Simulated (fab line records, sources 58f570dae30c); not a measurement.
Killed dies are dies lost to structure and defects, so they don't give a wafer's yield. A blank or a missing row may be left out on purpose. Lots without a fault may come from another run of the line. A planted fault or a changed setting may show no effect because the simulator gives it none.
Which tool did it? | flow berkeley_cmos170 | 15 lots, 45 wafers sampled, at 5 steps of a route of 331

WHAT THE GAUGES READ, wafer by wafer
UCB170_FIELD_THK_MEAS_02. Usual: FIELD_OXIDE_THK 557 nm, standard deviation 10.
lot  | measured    | on            | FIELD_OXIDE_THK (nm) | flag
L883 | day 5 07:59 | film_metro-02 | 555 566 560          |
L887 | day 5 19:20 | film_metro-01 | 552 545 553          |
L885 | day 5 19:25 | film_metro-03 | 583 566 567          |
L888 | day 6 05:14 | film_metro-02 | 556 543 544          |
L889 | day 6 05:16 | film_metro-03 | 560 559 554          |
L890 | day 6 12:45 | film_metro-03 | 563 572 561          |
L892 | day 6 23:26 | film_metro-01 | 554 555 550          |
L894 | day 7 06:57 | film_metro-03 | 550 558 555          |
L893 | day 7 06:58 | film_metro-01 | 556 556 545          |
L900 | day 8 09:42 | film_metro-01 | 548 549 542          |
L896 | day 8 09:43 | film_metro-02 | 545 551 547          |
L901 | day 8 23:47 | film_metro-02 | 572 574 569          |
L903 | day 8 23:47 | film_metro-01 | 565 558 563          |
L904 | day 9 20:31 | film_metro-03 | 558 549 558          |
L906 | day 9 20:31 | film_metro-02 | 568 568 572          |

UCB170_GATE_CD_MEAS_12: target cd 350 nm. Usual: cd_nm 350.3 nm, standard deviation 1.4.
lot  | measured     | on        | cd_nm (nm)        | flag
L883 | day 6 23:40  | cd_sem-01 | 351.5 351.1 352.4 |
L887 | day 7 14:14  | cd_sem-02 | 350.8 350.5 352.0 |
L885 | day 7 13:59  | cd_sem-02 | 348.8 349.3 347.6 |
L888 | day 7 23:59  | cd_sem-01 | 353.3 351.3 352.5 |
L889 | day 8 00:24  | cd_sem-02 | 350.6 351.4 349.6 |
L890 | day 8 10:32  | cd_sem-02 | 348.2 347.2 349.1 |
L892 | day 8 20:28  | cd_sem-01 | 349.5 349.8 350.4 |
L894 | day 9 04:29  | cd_sem-01 | 346.4 346.4 346.3 |
L893 | day 9 04:46  | cd_sem-02 | 349.6 353.0 351.3 |
L900 | day 10 02:52 | cd_sem-01 | 349.8 349.8 350.6 |
L896 | day 10 03:08 | cd_sem-01 | 351.3 350.2 350.6 |
L901 | day 10 15:42 | cd_sem-01 | 351.2 350.6 351.0 |
L903 | day 10 14:50 | cd_sem-01 | 350.9 351.5 350.9 |
L904 | day 11 14:20 | cd_sem-02 | 351.9 352.2 352.6 |
L906 | day 11 13:52 | cd_sem-01 | 350.9 351.3 351.3 |

UCB170_PLDD_CD_MEAS_06: target cd 1200 nm. Usual: cd_nm 1199.6 nm, standard deviation 1.3.
lot  | measured     | on        | cd_nm (nm)           | flag
L883 | day 7 01:24  | cd_sem-02 | 1197.1 1198.1 1197.1 |
L887 | day 7 16:51  | cd_sem-01 | 1200.1 1198.8 1199.7 |
L885 | day 7 16:52  | cd_sem-02 | 1199.8 1198.7 1199.9 |
L888 | day 8 01:52  | cd_sem-01 | 1200.3 1200.0 1200.2 |
L889 | day 8 02:08  | cd_sem-01 | 1198.6 1198.0 1199.8 |
L890 | day 8 12:14  | cd_sem-01 | 1201.2 1201.6 1200.9 |
L892 | day 8 22:24  | cd_sem-01 | 1118.7 1118.8 1117.7 | OFF
L894 | day 9 06:07  | cd_sem-01 | 1199.1 1199.5 1200.2 |
L893 | day 9 06:26  | cd_sem-01 | 1130.2 1130.9 1131.6 | OFF
L900 | day 10 04:41 | cd_sem-01 | 1199.0 1198.5 1199.4 |
L896 | day 10 05:08 | cd_sem-01 | 1120.6 1121.9 1121.3 | OFF
L901 | day 10 17:42 | cd_sem-02 | 1199.3 1201.0 1199.5 |
L903 | day 10 16:43 | cd_sem-01 | 1198.6 1198.6 1198.0 |
L904 | day 11 17:51 | cd_sem-02 | 1199.5 1199.7 1199.1 |
L906 | day 11 17:34 | cd_sem-02 | 1201.3 1200.9 1200.8 |

UCB170_NLDD_CD_MEAS_06: target cd 1200 nm. Usual: cd_nm 1199.9 nm, standard deviation 1.5.
lot  | measured     | on        | cd_nm (nm)           | flag
L883 | day 7 03:23  | cd_sem-02 | 1197.9 1199.2 1198.3 |
L887 | day 7 18:53  | cd_sem-02 | 1199.0 1200.0 1199.0 |
L885 | day 7 18:40  | cd_sem-01 | 1200.5 1199.7 1202.4 |
L888 | day 8 03:45  | cd_sem-02 | 1197.3 1198.2 1197.3 |
L889 | day 8 03:55  | cd_sem-01 | 1199.5 1200.1 1199.9 |
L890 | day 8 19:17  | cd_sem-01 | 1203.2 1202.7 1203.9 |
L892 | day 9 00:08  | cd_sem-02 | 1199.5 1198.5 1199.1 |
L894 | day 9 08:12  | cd_sem-01 | 1200.6 1200.3 1198.7 |
L893 | day 9 08:26  | cd_sem-01 | 1199.1 1198.8 1197.2 |
L900 | day 10 07:03 | cd_sem-02 | 1200.8 1200.2 1202.7 |
L896 | day 10 08:02 | cd_sem-01 | 1199.4 1199.1 1199.7 |
L901 | day 10 20:11 | cd_sem-02 | 1197.8 1196.8 1198.4 |
L903 | day 10 18:26 | cd_sem-02 | 1200.4 1199.6 1198.5 |
L904 | day 11 19:49 | cd_sem-02 | 1199.8 1200.5 1199.3 |
L906 | day 11 19:34 | cd_sem-02 | 1198.9 1198.4 1198.2 |

WHICH TOOL RAN EACH LOT (tool, then ch and the chambers of the sampled wafers, then the start)
lot  | UCB170_PLDD_PEB_04
L883 | litho_track-02 ch 0, day 7 01:08
L887 | litho_track-04 ch 0, day 7 16:35
L885 | litho_track-03 ch 0, day 7 16:36
L888 | litho_track-03 ch 0, day 8 01:35
L889 | litho_track-02 ch 0, day 8 01:53
L890 | litho_track-02 ch 0, day 8 11:59
L892 | litho_track-02 ch 0, day 8 22:07
L894 | litho_track-03 ch 0, day 9 05:51
L893 | litho_track-02 ch 0, day 9 06:10
L900 | litho_track-04 ch 0, day 10 04:25
L896 | litho_track-02 ch 0, day 10 04:52
L901 | litho_track-04 ch 0, day 10 17:26
L903 | litho_track-04 ch 0, day 10 16:26
L904 | litho_track-03 ch 0, day 11 17:00
L906 | litho_track-03 ch 0, day 11 17:00
- UCB170_PLDD_PEB_04

WHAT THE TOOLS THEMSELVES READ (means of the sampled wafers that have a number; where no wafer has one, the mark that the record gives instead)
UCB170_PLDD_PEB_04. Usual: chill_plate_temp_C 23.01 C, standard deviation 0.1; heater_power_total_W 56.80 W, standard deviation 0.048; plate_temp_C 130.00 C, standard deviation 0.14.
lot  | tool           | chill_plate_temp_C (C) | heater_power_total_W (W) | plate_temp_C (C) | flag
L883 | litho_track-02 | 23.10                  | 56.78                    | 130.01           |
L887 | litho_track-04 | 22.93                  | 56.80                    | 129.93           |
L885 | litho_track-03 | 22.97                  | 56.81                    | 130.13           |
L888 | litho_track-03 | 23.01                  | 56.79                    | 130.02           |
L889 | litho_track-02 | 23.10                  | 56.78                    | 129.93           |
L890 | litho_track-02 | 22.98                  | 56.84                    | 129.99           |
L892 | litho_track-02 | 22.99                  | 52.04                    | 121.59           | OFF
L894 | litho_track-03 | 23.11                  | 56.73                    | 130.11           |
L893 | litho_track-02 | 23.13                  | 51.97                    | 121.45           | OFF
L900 | litho_track-04 | 22.95                  | 56.79                    | 129.82           |
L896 | litho_track-02 | 23.18                  | 52.02                    | 121.64           | OFF
L901 | litho_track-04 | 22.99                  | 56.78                    | 130.16           |
L903 | litho_track-04 | 23.07                  | 56.83                    | 130.09           |
L904 | litho_track-03 | 22.81                  | 56.83                    | 129.88           |
L906 | litho_track-03 | 23.01                  | 56.80                    | 130.28           |

THE ANSWER, worked out from the rows above alone
Rule: a lot is off if the mean of its wafers that have a number lies more than 3 standard deviations from the usual mean. A lot without any number at a reading at which 4 lots or more have one is off too. The other lots that the step has rows for count as sound. The gauges are gone through in route order, then the tools' own readings, and for those a lot's mean is taken as printed above. The first step at which some lot is off is used, and at that step the reading that is off furthest; a lot without a number counts as furthest.
Off: L892, L893, L896, at UCB170_PLDD_CD_MEAS_06 (cd_nm).
A tool fits if, at a process step before that reading, it ran every lot that is off, and no sound lot after the first of them. The gauges at UCB170_PLDD_CD_MEAS_06 aren't tried: what is off there is off at UCB170_PLDD_PEB_04 too, on other tools, and a gauge's error can't cause that. One fits: litho_track-02 at UCB170_PLDD_PEB_04. Its last sound lot is L890 (day 8 11:59), its first lot that is off L892 (day 8 22:07): a fault that began between those two fits.
The tool's own readings at UCB170_PLDD_PEB_04 bear it out: on the lots that are off they differ by more than 5 times the standard deviation of the sound lots' means. heater_power_total_W reads 52.01 W there against 56.80 W on the sound lots; plate_temp_C reads 121.56 C there against 130.03 C on the sound lots.

WHAT THE SIMULATOR HAD PUT IN
Process parameter drift: litho_track-02, from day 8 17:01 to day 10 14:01, at UCB170_PLDD_PEB_04. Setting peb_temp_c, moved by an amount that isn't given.
Lots struck among those shown: L892, L893, L896. The rule above found the same.
